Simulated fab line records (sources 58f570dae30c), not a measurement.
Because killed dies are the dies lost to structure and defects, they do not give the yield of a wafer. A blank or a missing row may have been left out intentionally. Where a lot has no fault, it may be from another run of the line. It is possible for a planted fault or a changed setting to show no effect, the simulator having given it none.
fab line records	flow berkeley_cmos170
record lots=13	wafers=39	last_day=11
route steps=331 shown SPACER@171
lots untouched by any fault: they come from a run of this same line in which no faults occurred
start_h: hours from the record's first day to the start of the lot's first wafer shown	wait_h: hours from the lot's prior step to this one	" repeats the value in the row above	L1.1+2: several wafers, shown together as one row	- value missing, or start not given	* or withheld: withheld	< > ~ a bound
route shown NAME@n: names a module that has steps shown in the file, with the first one's number in the route	usual: average and standard deviation across the fault-free wafers	same: alike in all rows	chamber/n: place in a boat	sites: the reading at each site	_std_site: their standard deviation	_edge_site: outer sites' mean less inner sites'	radius_mm: how far each site lies from the wafer's centre	mask NAME#n: copy n	behind: tool/chamber where the wafer was last shaped	hold: what put the lot on hold/how long, in hours/how the hold closed	device: the transistor (n, p or np) that didn't switch	end of line: the route-end tests of the same wafers	for a step that has no rows: nothing shown but its recipe	killed: not the wafer's yield, but the dies lost to structure and defects at the first sort	map: a wafer's dies, marking killed ones x, the rest . and places with no die _
set.NAME: the run value of the setting; set.NAME@STEP: its run value at that earlier step	model.NAME: the simulator's own value behind a step, which no gauge read
a sample of lots followed through the steps of the route, with each step as a table and each wafer as a row
services: when a tool's chamber went out of use (start_h, in hours from the record's first day, below 0 if earlier), for how many hours, and the reason
## steps
# step UCB170_SPACER_CVD_00
# recipe material=SiO2	target_thk_nm=376	temp_c=390	precursor=TEOS/O2	time_s=47	rf_w=550	pressure_mtorr=9000
# usual heater_power_w=276/50	run_length_s=74.8/0.54
lot.wafer	tool	chamber	start_h	wait_h	heater_power_w	run_length_s
L490.2	pecvd-03	2	122.74	0.0	270	75.2
L490.3	"	1	"	"	281	73.7
L490.6	"	1	"	"	298	74.1
L492.1	pecvd-03	2	135.61	0.0	274	75.0
L492.4	"	1	"	"	347	74.3
L492.6	"	2	"	"	287	75.3
L491.1	pecvd-02	1	135.86	0.0	231	74.3
L491.2	"	2	"	"	247	74.8
L491.3	"	0	"	"	279	74.3
L493.3	pecvd-03	1	145.43	0.0	294	74.4
L493.5	"	2	"	"	260	75.4
L493.6	"	0	"	"	342	75.0
L494.1	pecvd-02	1	146.20	0.0	264	73.8
L494.4	"	0	"	"	243	75.2
L494.5	"	1	"	"	276	73.7
L495.1	pecvd-03	2	146.41	0.0	231	75.2
L495.2	"	1	"	"	319	74.1
L495.5	"	2	"	"	250	75.0
L501.1	pecvd-03	0	182.25	0.0	343	56.3
L501.4	"	0	"	"	348	57.1
L501.5	"	2	"	"	303	75.3
L505.3	pecvd-02	2	196.80	0.0	211	74.7
L505.4	"	2	"	"	225	74.6
L505.6	"	1	"	"	280	74.3
L506.4	pecvd-01	1	210.72	0.0	305	75.5
L506.5	"	0	"	"	216	75.4
L506.6	"	2	"	"	237	75.9
L508.3	pecvd-01	1	218.37	0.0	239	74.8
L508.4	"	0	"	"	208	75.1
L508.6	"	2	"	"	230	75.7
L511.1	pecvd-02	0	227.26	0.0	249	75.3
L511.5	"	0	"	"	264	75.1
L511.6	"	2	"	"	270	74.6
L513.1	pecvd-01	2	227.26	0.0	229	75.3
L513.3	"	1	"	"	299	74.9
L513.4	"	2	"	"	237	75.8
L512.2	pecvd-02	1	227.79	0.0	292	73.7
L512.5	"	1	"	"	288	73.9
L512.6	"	0	"	"	191	74.7
# step UCB170_SPACER_THK_MEAS_01
# recipe reads=SiO2_of_SPACER_CVD_00
# usual SPACER_TEOS_THK=375/5.2
lot.wafer	tool	chamber	start_h	wait_h	hold	SPACER_TEOS_THK[nm]
L490.2	film_metro-04	-	122.79	0.0	-	362
L490.3	"	-	"	"	-	376
L490.6	"	-	"	"	-	375
L492.1	film_metro-03	-	135.66	0.0	-	370
L492.4	"	-	"	"	-	378
L492.6	"	-	"	"	-	372
L491.1	film_metro-04	-	135.90	0.0	-	367
L491.2	"	-	"	"	-	372
L491.3	"	-	"	"	-	372
L493.3	film_metro-03	-	145.49	0.0	-	369
L493.5	"	-	"	"	-	374
L493.6	"	-	"	"	-	377
L494.1	film_metro-04	-	146.24	0.0	-	369
L494.4	"	-	"	"	-	377
L494.5	"	-	"	"	-	373
L495.1	film_metro-02	-	146.45	0.0	-	372
L495.2	"	-	"	"	-	379
L495.5	"	-	"	"	-	373
L501.1	film_metro-04	-	182.29	0.0	await_dispo/0.2h/release	221
L501.4	"	-	"	"	await_dispo/0.2h/release	221
L501.5	"	-	"	"	await_dispo/0.2h/release	377
L501.1	film_metro-04	-	182.52	0.2	-	222
L501.4	"	-	"	"	-	220
L501.5	"	-	"	"	-	377
L505.3	film_metro-03	-	196.86	0.0	-	371
L505.4	"	-	"	"	-	377
L505.6	"	-	"	"	-	372
L506.4	film_metro-02	-	210.78	0.0	-	385
L506.5	"	-	"	"	-	380
L506.6	"	-	"	"	-	370
L508.3	film_metro-04	-	218.43	0.0	-	372
L508.4	"	-	"	"	-	379
L508.6	"	-	"	"	-	368
L511.1	film_metro-02	-	227.30	0.0	-	374
L511.5	"	-	"	"	-	378
L511.6	"	-	"	"	-	380
L513.1	film_metro-04	-	227.30	0.0	-	366
L513.3	"	-	"	"	-	380
L513.4	"	-	"	"	-	374
L512.2	film_metro-02	-	227.85	0.0	-	369
L512.5	"	-	"	"	-	376
L512.6	"	-	"	"	-	375
# step UCB170_SPACER_ETCHBACK_03
# recipe stop_on=Si	target=SiO2	chemistry=CHF3/CF4/Ar	CHF3_flow_sccm=50	cf4_flow_sccm=10	Ar_flow_sccm=120	pressure_mtorr=200	rf_w=500	target_depth_a=3760	time_s=100
# usual cf4_flow_sccm=9.99/0.031	chamber_pressure_mTorr=200.03/0.18	drypump_motor_current_A=5.8/0.45	oes_product_au=0.902/0.018	throttle_valve_pct=6.45/0.11
lot.wafer	tool	chamber	start_h	wait_h	cf4_flow_sccm	chamber_pressure_mTorr	drypump_motor_current_A	oes_product_au	rf_hours_counter_h	throttle_valve_pct
L490.2	rie_diel-04	1	126.68	0.0	10.00	200.01	5.2	0.891	78	6.52
L490.3	"	3	"	"	10.01	200.12	6.0	0.886	9	6.36
L490.6	"	2	"	"	9.99	200.26	6.3	0.895	-	6.42
L491.1	rie_diel-04	1	140.97	0.0	9.98	200.04	5.2	0.903	79	6.56
L491.2	"	3	"	"	10.03	200.04	6.0	0.878	10	6.36
L491.3	"	2	"	"	10.01	199.96	6.3	0.893	142	6.42
L492.1	rie_diel-01	3	140.97	0.0	10.01	200.06	6.3	0.905	63	6.59
L492.4	"	2	"	"	10.04	199.80	5.8	0.912	-	6.42
L492.6	"	1	"	"	10.01	200.25	6.2	0.893	-	6.40
L493.3	rie_diel-04	2	148.86	0.0	9.98	200.01	6.3	0.880	142	6.43
L493.5	"	2	"	"	10.05	200.12	6.3	0.892	-	6.42
L493.6	"	3	"	"	10.03	200.08	6.0	0.891	-	6.36
L494.1	rie_diel-03	3	148.86	0.0	9.95	200.30	6.1	0.863	40	6.53
L494.4	"	2	"	"	10.02	200.35	6.2	0.896	35	6.55
L494.5	"	3	"	"	9.98	200.02	6.1	0.875	-	6.53
L495.1	rie_diel-01	1	148.86	0.0	9.94	200.15	6.2	0.894	19	6.40
L495.2	"	2	"	"	10.01	199.99	5.8	0.918	141	6.43
L495.5	"	3	"	"	10.02	200.14	6.3	0.900	-	6.59
L501.1	rie_diel-04	1	186.84	0.0	10.03	199.96	5.1	0.639	82	6.50
L501.4	"	3	"	"	10.02	199.94	6.0	0.612	13	6.34
L501.5	"	0	"	"	9.97	199.94	5.6	0.925	-	6.28
L505.3	rie_diel-03	3	201.27	0.0	9.97	199.99	6.0	0.878	41	6.53
L505.4	"	2	"	"	10.03	199.98	6.2	0.889	38	6.56
L505.6	"	3	"	"	9.99	199.74	6.0	0.874	-	6.54
L506.4	rie_diel-01	0	215.95	0.0	10.04	199.99	5.9	0.925	3	6.63
L506.5	"	0	"	"	9.99	199.55	5.8	0.922	-	6.61
L506.6	"	1	"	"	10.02	199.91	6.3	0.890	-	6.40
L508.3	rie_diel-01	0	220.68	0.0	10.01	200.20	5.8	0.905	3	6.59
L508.4	"	0	"	"	10.01	200.10	5.9	0.912	-	6.61
L508.6	"	1	"	"	9.98	200.03	6.2	0.876	-	6.39
L511.1	rie_diel-01	1	230.12	0.0	9.95	200.13	6.2	0.898	23	6.40
L511.5	"	0	"	"	10.01	200.21	5.9	0.915	-	6.62
L511.6	"	1	"	"	9.96	200.06	6.2	0.902	-	6.40
L512.2	rie_diel-01	0	230.19	0.1	10.02	200.30	5.9	0.889	4	6.60
L512.5	"	1	"	"	9.99	199.86	6.2	0.901	-	6.41
L512.6	"	0	"	"	10.05	200.04	5.9	0.902	-	6.61
L513.1	rie_diel-03	1	230.19	0.1	10.01	199.78	5.3	0.898	35	6.27
L513.3	"	3	"	"	9.95	199.84	6.0	0.890	43	6.54
L513.4	"	0	"	"	10.01	199.72	5.0	0.900	-	6.46
## services
tool	chamber	start_h	hours	kind
pecvd-01	-	135.50	14.0	pm
pecvd-01	0	135.50	14.0	vent_cycle
pecvd-01	1	135.50	14.0	vent_cycle
pecvd-01	2	135.50	32.7	vent_cycle
rie_diel-01	0	136.68	-	clean
rie_diel-01	0	136.68	19.3	scheduled_down
rie_diel-01	0	136.68	19.3	vent_cycle
pecvd-01	2	141.04	27.2	repair
rie_diel-04	2	147.36	1.2	repair
pecvd-01	0	149.50	-	clean
pecvd-01	1	149.50	-	clean
pecvd-01	2	149.50	-	clean
pecvd-02	2	155.79	7.3	repair
rie_diel-03	-	182.64	1.0	repair
rie_diel-03	3	185.49	9.0	repair
rie_diel-04	2	211.72	-	clean
rie_diel-04	2	211.72	14.3	scheduled_down
rie_diel-04	2	211.72	14.3	vent_cycle
rie_diel-01	2	218.03	-	clean
rie_diel-01	2	218.03	17.9	scheduled_down
rie_diel-01	2	218.03	17.9	vent_cycle
pecvd-03	-	218.16	5.5	pm
rie_diel-03	2	224.49	6.0	repair
rie_diel-04	-	229.03	28.1	pm
## key
first_sign step=UCB170_SPACER_CVD_00	reading=run_length_s	direction=down	sigmas=33	usual=*	struck=*
effect step=UCB170_SPACER_THK_MEAS_01	reading=visit	direction=added
effect step=UCB170_SPACER_THK_MEAS_01	reading=SPACER_TEOS_THK	direction=down	sigmas=30	usual=375	struck=221
effect step=UCB170_SPACER_ETCHBACK_03	reading=oes_product_au	direction=down	sigmas=15	usual=0.902	struck=0.626
met_at UCB170_SPACER_CVD_00
struck_lots L501
struck_wafers L501.1,L501.4
tester_left_out L501
onset_between 145.43 182.25
fault kind=process_parameter_drift	tool=pecvd-03	chamber=0	onset_h=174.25	steps=UCB170_SPACER_CVD_00	channel=time_s	offset=*	shape=step	end_h=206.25	acts_in=*	stated=*
# tester_left_out: of these lots the tester's yield and bins aren't shown, on N5 and GAA mostly nor the transistor test; their killed dies are dies lost to structure and defects alone, not to doping, threshold or leakage, so they don't give the yield
